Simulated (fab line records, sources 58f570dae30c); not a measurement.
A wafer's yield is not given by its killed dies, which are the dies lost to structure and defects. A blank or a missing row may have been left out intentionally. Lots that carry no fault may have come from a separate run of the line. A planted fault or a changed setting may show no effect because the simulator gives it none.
One fault seen from 2 desks	flow berkeley_cmos170	only its own numbers are on each desk; what lay behind them is given at the end

METROLOGY DESK
What the gauges read, lot by lot, whatever tool the lot ran on: means of the sampled wafers that have a number. If a lot's mean is further than 4 standard deviations from the usual mean, the lot is out of limits and carries the mark OUT (the distance appears in the brackets).
Columns: A = START_OXIDE_THK at UCB170_START_THK_MEAS_03, usual 20.0 nm; B = FIELD_OXIDE_LEFT_1_THK at UCB170_FIELD_THK_MEAS_90, usual 440 nm
lot	first seen here	A	B
L249	day 1 16:13	19.4	444
L250	day 1 21:42	20.0	438
L253	day 2 08:09	19.7	447
L255	day 2 20:35	19.6	447
L256	day 3 00:35	19.4	444
L257	day 3 07:20	20.4	452
L260	day 4 01:01	19.6	440
L261	day 4 01:03	19.5	434
L262	day 4 10:29	20.7	435
L264	day 4 17:31	20.7	425
L267	day 5 08:28	20.0	453
L269	day 5 20:35	20.0	420
L270	day 6 01:56	19.9	447
L272	day 6 12:52	20.2	430
Finding of this desk: none of the 14 lots has anything out of limits.

THE TOOL OWNER'S DESK: implanter-01
The tool's own readings at UCB170_PFIELD_IMPLANT_07, given as means over the sampled wafers that have a number, one for each lot that went through this tool. If a lot's mean is further than 4 standard deviations from the usual mean, the lot is out of limits and carries the mark OUT (the distance appears in the brackets).
Columns: A = dose_ions_cm2 at UCB170_PFIELD_IMPLANT_07, usual 1.9999e+13; B = faraday_current_uA at UCB170_PFIELD_IMPLANT_07, usual 63.5
lot	first seen here	A	B
L250	day 5 04:16	1.9995e+13	62.4
L253	day 5 13:45	1.9994e+13	64.1
L257	day 6 20:00	2.0003e+13	62.4
L261	day 7 10:44	1.8800e+13 (-67) OUT	59.8
L264	day 8 05:04	1.8799e+13 (-67) OUT	59.8
Finding of this desk: L261, L264 out of limits; the first was L261 at day 7 10:44, on dose_ions_cm2 at UCB170_PFIELD_IMPLANT_07. In limits: L250, L253, L257.

PUT TOGETHER
The tool owner's desk could have raised an alarm at day 7 10:44, on L261, L264.
At the metrology desk, nothing out of limits was observed.
The metrology desk holds a record of L261, L264, inside its limits.
All the named lots went through UCB170_PFIELD_IMPLANT_07 on implanter-01.

WHAT THE SIMULATOR PUT IN
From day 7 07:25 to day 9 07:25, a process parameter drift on implanter-01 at UCB170_PFIELD_IMPLANT_07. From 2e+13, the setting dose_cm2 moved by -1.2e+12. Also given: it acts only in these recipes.
Shown lots that were struck: L261, L264.
Each desk's first reading out of limits, in hours after the fault started: the tool owner's desk, 3.
